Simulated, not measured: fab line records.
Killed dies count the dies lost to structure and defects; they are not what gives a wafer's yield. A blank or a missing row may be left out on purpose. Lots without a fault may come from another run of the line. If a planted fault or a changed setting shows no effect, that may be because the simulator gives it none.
A single fault, viewed from 2 desks || flow berkeley cmos170 || every desk sees just its own numbers, and what lay behind them comes last

== DESK OF THE TOOL OWNER: rie metal-01 ==
The tool's own readings at UCB170_M3_METAL_ETCH_18 (etches Al in Cl2/BCl3, stops on SiO2, target depth 1170 nm, time 195 s): means of the sampled wafers that have a number, for each lot that ran on this tool. A lot is out of limits, marked OUT, if its mean lies more than 4 standard deviations from the usual mean; the brackets give that distance.
Columns: A = bcl3 flow sccm at UCB170_M3_METAL_ETCH_18, usual 44.99 sccm; B = chamber pressure mTorr at UCB170_M3_METAL_ETCH_18, usual 11.999 mTorr; C = drypump motor current A at UCB170_M3_METAL_ETCH_18, usual 5.6 A; D = oes product au at UCB170_M3_METAL_ETCH_18, usual 0.855 a.u.; E = throttle valve pct at UCB170_M3_METAL_ETCH_18, usual 24.34 %
{"lot": "L578", "first seen here": "day 9 02:33", "A": 44.96, "B": 12.011, "C": 5.1, "D": 0.868, "E": 24.19}
{"lot": "L579", "first seen here": "day 9 06:58", "A": 44.95, "B": 11.996, "C": 5.1, "D": 0.864, "E": 24.04}
{"lot": "L582", "first seen here": "day 9 21:32", "A": 44.84, "B": 11.994, "C": 5.1, "D": 0.866, "E": 24.50}
{"lot": "L584", "first seen here": "day 10 03:51", "A": 45.02, "B": "9.607 (-99 or more) OUT", "C": 5.1, "D": 0.854, "E": 24.49}
{"lot": "L587", "first seen here": "day 11 09:35", "A": 45.02, "B": "9.602 (-99 or more) OUT", "C": 5.1, "D": 0.861, "E": 24.20}
This desk finds L584, L587 out of limits, L584 being first, at day 10 03:51 (chamber pressure mTorr at UCB170_M3_METAL_ETCH_18). In limits: L578, L579, L582.

== AT THE METROLOGY DESK ==
What the gauges read for every lot (on any tool): the sampled wafers with a number, averaged. A lot is out of limits, marked OUT, if its mean lies more than 4 standard deviations from the usual mean; the brackets give that distance.
Columns: A = cd nm at UCB170_V1_CD_MEAS_12, usual 699.9 nm
{"lot": "L581", "first seen here": "day 8 08:26", "A": 701.6}
{"lot": "L578", "first seen here": "day 8 08:46", "A": 699.2}
{"lot": "L577", "first seen here": "day 8 10:19", "A": 700.2}
{"lot": "L580", "first seen here": "day 8 19:07", "A": 699.7}
{"lot": "L579", "first seen here": "day 8 19:49", "A": 700.0}
{"lot": "L582", "first seen here": "day 9 10:14", "A": 701.0}
{"lot": "L584", "first seen here": "day 9 18:01", "A": 701.4}
{"lot": "L590", "first seen here": "day 10 17:23", "A": 700.0}
{"lot": "L592", "first seen here": "day 10 22:26", "A": 697.8}
{"lot": "L589", "first seen here": "day 10 22:35", "A": 701.6}
{"lot": "L587", "first seen here": "day 10 22:55", "A": 699.2}
{"lot": "L596", "first seen here": "day 11 19:38", "A": 700.2}
{"lot": "L597", "first seen here": "day 12 06:47", "A": 700.8}
{"lot": "L599", "first seen here": "day 12 19:40", "A": 698.1}
This desk's verdict: no lot among the 14 shows anything out of limits.

== ALL TOGETHER ==
The tool owner's desk could have raised an alarm at day 10 03:51, on L584, L587.
From the metrology desk's view, nothing was out of limits.
The metrology desk holds a record of L584, L587, inside its limits.
The lots listed all ran UCB170_M3_METAL_ETCH_18 on rie metal-01.

== WHAT THE SIMULATOR HAD INSERTED ==
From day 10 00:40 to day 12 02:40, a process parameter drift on rie metal-01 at UCB170_M3_METAL_ETCH_18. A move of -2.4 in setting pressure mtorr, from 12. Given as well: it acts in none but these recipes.
Shown lots that were struck: L584, L587.
How many hours passed from the start of the fault until each desk's first out-of-limits reading: the tool owner's desk, 3.
